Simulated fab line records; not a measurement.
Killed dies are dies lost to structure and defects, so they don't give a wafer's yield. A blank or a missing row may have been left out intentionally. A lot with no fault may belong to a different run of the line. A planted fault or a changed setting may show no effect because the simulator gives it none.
Which tool is to blame? | flow ritCmos | 13 lots, 39 wafers sampled, at 4 steps of a route of 202

== WHAT EACH GAUGE READ, for each wafer ==
RIT_NSD_OVL_MEAS_06. Usual: NSD_OVL 0.4 nm, standard deviation 1.4.
lot  | measured    | on         | NSD_OVL (nm)   | flag
L333 | day 3 09:46 | overlay-01 | 1.8 0.1 -0.3   | 
L335 | day 3 13:56 | overlay-02 | - - -          | OFF
L337 | day 4 08:26 | overlay-02 | -0.6 -1.3 -0.2 | 
L345 | day 5 13:20 | overlay-02 | 0.8 -0.3 1.9   | 
L347 | day 5 23:05 | overlay-01 | 0.8 -0.1 1.8   | 
L348 | day 6 05:59 | overlay-01 | 0.9 1.1 -0.5   | 
L349 | day 6 10:15 | overlay-01 | 2.3 0.4 0.5    | 
L351 | day 7 02:33 | overlay-01 | 1.8 0.8 1.6    | 
L352 | day 7 09:29 | overlay-01 | -1.7 0.8 1.3   | 
L353 | day 7 13:08 | overlay-01 | 1.6 -1.6 1.1   | 
L354 | day 7 20:04 | overlay-01 | 1.7 -1.8 -0.2  | 
L355 | day 8 05:13 | overlay-01 | -2.4 0.0 0.3   | 
L356 | day 8 06:59 | overlay-02 | 1.3 -0.4 -1.0  | 

RIT_NSD_TW_MEAS_10. Usual: NSD_TW 3110, standard deviation 25.
lot  | measured    | on           | NSD_TW         | flag
L333 | day 3 10:17 | filmMetro-01 | 3106 3102 3097 | 
L335 | day 3 14:33 | filmMetro-04 | 30 30 30       | OFF
L337 | day 4 08:57 | filmMetro-01 | 3103 3084 3118 | 
L345 | day 5 13:52 | filmMetro-01 | 3099 3109 3114 | 
L347 | day 5 23:36 | filmMetro-04 | 3072 3101 3072 | 
L348 | day 6 06:30 | filmMetro-03 | 3139 3147 3127 | 
L349 | day 6 10:50 | filmMetro-04 | 3102 3096 3100 | 
L351 | day 7 03:04 | filmMetro-04 | 3101 3078 3099 | 
L352 | day 7 10:00 | filmMetro-03 | 3151 3159 3158 | 
L353 | day 7 13:39 | filmMetro-01 | 3115 3099 3104 | 
L354 | day 7 20:35 | filmMetro-01 | 3108 3102 3106 | 
L355 | day 8 05:44 | filmMetro-01 | 3106 3101 3098 | 
L356 | day 8 07:30 | filmMetro-01 | 3099 3097 3101 | 

RIT_PSD_TW_MEAS_10. Usual: PSD_TW 3420, standard deviation 32.
lot  | measured    | on           | PSD_TW         | flag
L333 | day 3 11:49 | filmMetro-01 | 3422 3423 3413 | 
L335 | day 3 16:06 | filmMetro-03 | 3670 3657 3680 | OFF
L337 | day 4 10:23 | filmMetro-01 | 3409 3411 3416 | 
L345 | day 5 15:26 | filmMetro-04 | 3385 3383 3383 | 
L347 | day 6 01:09 | filmMetro-01 | 3404 3405 3402 | 
L348 | day 6 07:56 | filmMetro-03 | 3457 3465 3438 | 
L349 | day 6 12:16 | filmMetro-03 | 3458 3467 3480 | 
L351 | day 7 04:29 | filmMetro-03 | 3461 3470 3487 | 
L352 | day 7 11:25 | filmMetro-04 | 3394 3400 3396 | 
L353 | day 7 15:04 | filmMetro-04 | 3399 3401 3401 | 
L354 | day 7 22:00 | filmMetro-04 | 3375 3378 3382 | 
L355 | day 8 07:10 | filmMetro-04 | 3403 3400 3403 | 
L356 | day 8 09:03 | filmMetro-03 | 3430 3448 3453 | 

== WHICH TOOL RAN EACH LOT (tool, then ch and the chambers of the sampled wafers, then the start) ==
lot  | RIT_NSD_EXPOSE_03
L333 | ilineStepper-02 ch 0, day 3 09:22
L335 | ilineStepper-02 ch 0, day 3 13:31
L337 | ilineStepper-02 ch 0, day 4 08:02
L345 | ilineStepper-02 ch 0, day 5 12:58
L347 | ilineStepper-01 ch 0, day 5 22:41
L348 | ilineStepper-02 ch 0, day 6 05:35
L349 | ilineStepper-01 ch 0, day 6 09:52
L351 | ilineStepper-01 ch 0, day 7 02:09
L352 | ilineStepper-02 ch 0, day 7 08:56
L353 | ilineStepper-02 ch 0, day 7 12:44
L354 | ilineStepper-02 ch 0, day 7 19:40
L355 | ilineStepper-01 ch 0, day 8 04:52
L356 | ilineStepper-01 ch 0, day 8 06:35
- RIT_NSD_EXPOSE_03: exposes mask M9, target cd 40700 nm.

== WHAT THE TOOLS THEMSELVES READ (means of the sampled wafers that have a number; where no wafer has one, the mark that the record gives instead) ==
The record holds no such reading with a usual standard deviation.

== THE ANSWER, worked out from the rows above alone ==
Rule: a lot counts as off when the mean over its wafers that have a number is more than 3 standard deviations away from the usual mean. Also off: a lot with no number at a reading for which 4 or more lots have one. Where the step has rows for the other lots, those lots are counted as sound. Order of review: gauges by route order, followed by the tools' own readings, for which a lot's mean as printed above is used. At the first step where some lot is off, the reading lying furthest off is the one used; lots without a number count as furthest.
Off: L335, seen at RIT_NSD_OVL_MEAS_06 (NSD_OVL). Without a number there: L335.
A tool fits if, at a process step before that reading, it ran every lot that is off, and no sound lot after the first of them. The gauges at RIT_NSD_OVL_MEAS_06 aren't tried: what is off there is off at RIT_NSD_TW_MEAS_10 too, on other tools, and a gauge's error can't cause that. Not one of the candidates tried fits.

== WHAT WAS PUT IN BY THE SIMULATOR ==
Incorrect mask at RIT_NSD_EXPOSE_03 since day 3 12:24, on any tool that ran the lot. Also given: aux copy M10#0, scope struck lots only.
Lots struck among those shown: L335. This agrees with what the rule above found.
